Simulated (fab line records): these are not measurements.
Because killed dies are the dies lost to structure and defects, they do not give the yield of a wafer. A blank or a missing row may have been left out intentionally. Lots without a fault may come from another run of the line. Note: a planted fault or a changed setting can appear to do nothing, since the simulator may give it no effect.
Which tool did it? :: flow rit-cmos :: Sampling: 14 lots, 42 wafers, 3 of 202 route steps

WHAT THE GAUGES READ, wafer by wafer
RIT_NWELL_OVL_MEAS_06.
lot: L239
measured: day 1 22:57
on: overlay-01
NWELL_OVL (nm): -1.1 -0.7 0.8

lot: L244
measured: day 2 23:34
on: overlay-01
NWELL_OVL (nm): -2.0 -0.2 0.7

lot: L245
measured: day 3 05:28
on: overlay-02
NWELL_OVL (nm): 0.7 0.6 -0.5

lot: L248
measured: day 3 18:53
on: overlay-01
NWELL_OVL (nm): 0.4 0.3 0.7

lot: L249
measured: day 3 22:16
on: overlay-02
NWELL_OVL (nm): -1.8 -0.2 -1.3

lot: L252
measured: day 4 22:32
on: overlay-01
NWELL_OVL (nm): 1.2 0.9 1.6

lot: L253
measured: day 5 01:38
on: overlay-01
NWELL_OVL (nm): 1.4 -0.1 -0.1

lot: L255
measured: day 5 10:54
on: overlay-02
NWELL_OVL (nm): 1.6 -0.3 -0.1

lot: L256
measured: day 5 13:07
on: overlay-01
NWELL_OVL (nm): 2.8 2.8 2.3

lot: L257
measured: day 5 16:16
on: overlay-01
NWELL_OVL (nm): -0.3 1.0 -0.4

lot: L258
measured: day 5 21:55
on: overlay-01
NWELL_OVL (nm): 1.2 1.3 0.5

lot: L260
measured: day 6 06:59
on: overlay-02
NWELL_OVL (nm): -0.1 1.7 1.2

lot: L261
measured: day 6 11:55
on: overlay-02
NWELL_OVL (nm): 2.0 0.4 -0.1

lot: L262
measured: day 6 18:24
on: overlay-02
NWELL_OVL (nm): -1.4 -0.1 1.4

RIT_NRETRO_OVL_MEAS_06.
lot: L239
measured: day 2 07:45
on: overlay-01
NRETRO_OVL (nm): 0.7 0.8 0.0

lot: L244
measured: day 3 09:47
on: overlay-01
NRETRO_OVL (nm): 1.5 1.6 0.4

lot: L245
measured: day 3 14:59
on: overlay-01
NRETRO_OVL (nm): -1.4 -1.1 -2.0

lot: L248
measured: day 4 03:39
on: overlay-01
NRETRO_OVL (nm): 0.0 0.2 -1.0

lot: L249
measured: day 4 08:44
on: overlay-01
NRETRO_OVL (nm): 0.1 2.0 -0.2

lot: L252
measured: day 5 08:46
on: overlay-01
NRETRO_OVL (nm): 2.8 1.1 -0.6

lot: L253
measured: day 5 10:41
on: overlay-01
NRETRO_OVL (nm): -2.0 -2.8 -0.2

lot: L255
measured: day 5 19:28
on: overlay-01
NRETRO_OVL (nm): -0.7 0.5 -1.7

lot: L256
measured: day 6 00:12
on: overlay-01
NRETRO_OVL (nm): -0.3 -1.2 0.6

lot: L257
measured: day 6 02:07
on: overlay-02
NRETRO_OVL (nm): -1.2 -0.9 -1.8

lot: L258
measured: day 6 08:01
on: overlay-01
NRETRO_OVL (nm): -0.1 -2.0 -1.6

lot: L260
measured: day 6 16:07
on: overlay-01
NRETRO_OVL (nm): -1.2 0.8 1.8

lot: L261
measured: day 6 20:55
on: overlay-02
NRETRO_OVL (nm): -0.1 -0.4 0.4

lot: L262
measured: day 7 03:17
on: overlay-02
NRETRO_OVL (nm): -0.1 -0.6 -1.1

EACH LOT AND THE TOOL THAT RAN IT (in order: tool; ch and the chambers of the sampled wafers; start)
lot: L239
RIT_ACTIVE_CLEAN_15: wet-bench-03 ch 3, day 1 15:16

lot: L244
RIT_ACTIVE_CLEAN_15: wet-bench-04 ch 0, day 2 16:25

lot: L245
RIT_ACTIVE_CLEAN_15: wet-bench-02 ch 2, day 2 23:44

lot: L248
RIT_ACTIVE_CLEAN_15: wet-bench-02 ch 2, day 3 12:11

lot: L249
RIT_ACTIVE_CLEAN_15: wet-bench-02 ch 3, day 3 17:16

lot: L252
RIT_ACTIVE_CLEAN_15: wet-bench-03 ch 2, day 4 12:44

lot: L253
RIT_ACTIVE_CLEAN_15: wet-bench-02 ch 3, day 4 15:56

lot: L255
RIT_ACTIVE_CLEAN_15: wet-bench-03 ch 1, day 5 01:20

lot: L256
RIT_ACTIVE_CLEAN_15: wet-bench-02 ch 0, day 5 05:28

lot: L257
RIT_ACTIVE_CLEAN_15: wet-bench-04 ch 1, day 5 11:10

lot: L258
RIT_ACTIVE_CLEAN_15: wet-bench-02 ch 0, day 5 14:26

lot: L260
RIT_ACTIVE_CLEAN_15: wet-bench-02 ch 3, day 6 01:20

lot: L261
RIT_ACTIVE_CLEAN_15: wet-bench-03 ch 3, day 6 06:01

lot: L262
RIT_ACTIVE_CLEAN_15: wet-bench-03 ch 3, day 6 11:20
- RIT_ACTIVE_CLEAN_15: cleans in SC1, time 600 s.

WHAT THE TOOLS THEMSELVES READ (means of the sampled wafers that have a number; where no wafer has one, the mark that the record gives instead)
RIT_ACTIVE_CLEAN_15.
lot: L239
tool: wet-bench-03
bath-guard-temp-C (C): 74.5
bath-heat-duty-pct (%): 18.3

lot: L244
tool: wet-bench-04
bath-guard-temp-C (C): 74.8
bath-heat-duty-pct (%): 12.7

lot: L245
tool: wet-bench-02
bath-guard-temp-C (C): 75.0
bath-heat-duty-pct (%): 14.1

lot: L248
tool: wet-bench-02
bath-guard-temp-C (C): 75.1
bath-heat-duty-pct (%): 13.6

lot: L249
tool: wet-bench-02
bath-guard-temp-C (C): 75.4
bath-heat-duty-pct (%): 16.6

lot: L252
tool: wet-bench-03
bath-guard-temp-C (C): -
bath-heat-duty-pct (%): -

lot: L253
tool: wet-bench-02
bath-guard-temp-C (C): -
bath-heat-duty-pct (%): -

lot: L255
tool: wet-bench-03
bath-guard-temp-C (C): 74.4
bath-heat-duty-pct (%): 15.7

lot: L256
tool: wet-bench-02
bath-guard-temp-C (C): 74.4
bath-heat-duty-pct (%): 17.2

lot: L257
tool: wet-bench-04
bath-guard-temp-C (C): 75.6
bath-heat-duty-pct (%): 15.2

lot: L258
tool: wet-bench-02
bath-guard-temp-C (C): 74.6
bath-heat-duty-pct (%): 17.5

lot: L260
tool: wet-bench-02
bath-guard-temp-C (C): 75.4
bath-heat-duty-pct (%): 15.9

lot: L261
tool: wet-bench-03
bath-guard-temp-C (C): 74.6
bath-heat-duty-pct (%): 18.7

lot: L262
tool: wet-bench-03
bath-guard-temp-C (C): 74.5
bath-heat-duty-pct (%): 19.3

THE ANSWER, worked out from the rows above alone
Rule: usual is defined by the lots themselves. The widest of any qualifying gaps counts: lots, ordered by their means at a reading, are off when they make up no more than a third of the lots, leave a main group of 4 or more, and stand apart from it by 3 or more times the standard deviation of that group's means. A main group whose means are all the same, to the digits that the tables above print for the reading, isn't used. Also off: a lot with no number at a reading for which 4 or more lots have one. Any other lot the step has rows for is counted as sound. First the gauges in route order, then the tools' own readings, where a lot's mean is used as printed above. The first step at which some lot is off is used, and at that step the reading that is off furthest; a lot without a number counts as furthest.
Off at RIT_ACTIVE_CLEAN_15 (bath-guard-temp-C): L252, L253. Without a number there: L252, L253. Mean 74.9 C and standard deviation 0.41 in the main group.
A tool fits if, at that step or a process step before it, it ran every lot that is off, and no sound lot after the first of them. Not one of the candidates tried fits.

WHAT THE SIMULATOR PUT IN
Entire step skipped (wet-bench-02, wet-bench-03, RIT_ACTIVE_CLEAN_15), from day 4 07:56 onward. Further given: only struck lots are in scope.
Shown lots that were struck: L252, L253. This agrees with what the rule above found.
